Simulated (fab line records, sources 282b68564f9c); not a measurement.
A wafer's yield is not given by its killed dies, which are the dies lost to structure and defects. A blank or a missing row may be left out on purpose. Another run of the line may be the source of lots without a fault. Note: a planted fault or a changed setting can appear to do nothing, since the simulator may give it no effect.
Code-filled problem report in 8D (eight disciplines) form | flow rit-cmos | the parts of the form that need people (team, actions taken, sign-off) are left out

1. WHAT IS WRONG
Across 6 wafers from 2 lots, NWELL_RS at RIT_WELLDRIVE_RS_MEAS_01 averages 320.6 ohm/sq, while fault-free wafers read 275.2 ohm/sq with a standard deviation of 0.75. Relative to the usual mean, that is a shift of +61 standard deviations.
The step: measures by four-point-probe.
Seen first at day 5 09:08 on film-metro-02, wafer L161.1. Wafers with a number at this step in the record: 42, from 14 lots. The rule behind "out" and "out of limits": a value lying over 4 standard deviations away from the usual mean. The other wafers with a number count as sound.

2. WHAT IT IS, AND WHAT IT ISN'T
question                    | is                     | is not
which readings at this step | NWELL_RS               | -
which lots                  | L161, L163             | L146, L147, L148, L149, L150, L151, L153, L154, L155, L166, L168, L169
which wafers of those lots  | all that have a number | -
read on which gauges        | film-metro-02          | film-metro-01, film-metro-03
when                        | from day 5 09:08       | up to then (27 sound wafers); but 9 sound wafers of L166, L168, L169 came after

3. THE SUSPECTS, EACH WITH WHAT RULES IT OUT
Counting: a tool at any process step up to the reading remains a suspect when it ran all the lots that are out and ran no sound lot after the first of those.
- the gauge at RIT_WELLDRIVE_RS_MEAS_01 has been ruled out. All the wafers that are out were read on film-metro-02, but those of them that RIT_WELLDRIVE_ANNEAL_00 has rows for are out there too, on other tools.
- furnace-04 at RIT_WELLDRIVE_ANNEAL_00 (time 14700 s): kept. Every lot that is out went through it, starting with L161 (day 5 04:02), and after that it ran no sound lot; the last sound lot it ran before then is L155 (day 3 20:22). Its own readings are out on those wafers: run-length-s.
Remaining after the count: furnace-04 at RIT_WELLDRIVE_ANNEAL_00.

4. THE CAUSE (what the simulator had put in)
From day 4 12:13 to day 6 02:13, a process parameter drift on furnace-04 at RIT_WELLDRIVE_ANNEAL_00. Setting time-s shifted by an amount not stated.
This tool alone remained once counting was done.

5. THE EFFECT CHAIN, in route order
One row per reading whose mean, taken over the struck wafers that have a number, lies over 3 standard deviations from the usual. Scope: only readings with a usual standard deviation given in the record; hours: median across lots of the time from each lot's start at the first step in this table that gives one to its start at this step; sigmas: change in usual standard deviations.
hours | step                     | reading      | usual        | on struck wafers | change | sigmas
0     | RIT_WELLDRIVE_ANNEAL_00  | run-length-s | 18274 s      | 9455             | -8819  | -99 or more
5     | RIT_WELLDRIVE_RS_MEAS_01 | NWELL_RS     | 275.2 ohm/sq | 320.6            | +45.4  | +61
5     | RIT_WELLDRIVE_RS_MEAS_02 | PWELL_RS     | 429.4 ohm/sq | 474.2            | +44.9  | +41
Here are the process steps it includes:
- RIT_WELLDRIVE_ANNEAL_00: time 14700 s.

6. HOW IT WOULD HAVE BEEN CAUGHT EARLIER
21 hours passed between the start of the fault at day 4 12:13 and the first reading out of limits at a measuring or inspecting step in this record, taken at day 5 09:08.
Tool's own readings at RIT_WELLDRIVE_ANNEAL_00, run-length-s: out on all struck wafers the step has rows for; an alarm limit on them would have tripped on the first.
L163, from the lots that are out (2), started RIT_WELLDRIVE_ANNEAL_00 on furnace-04 later than day 5 09:08. A tool hold placed at that time would have kept it from harm.
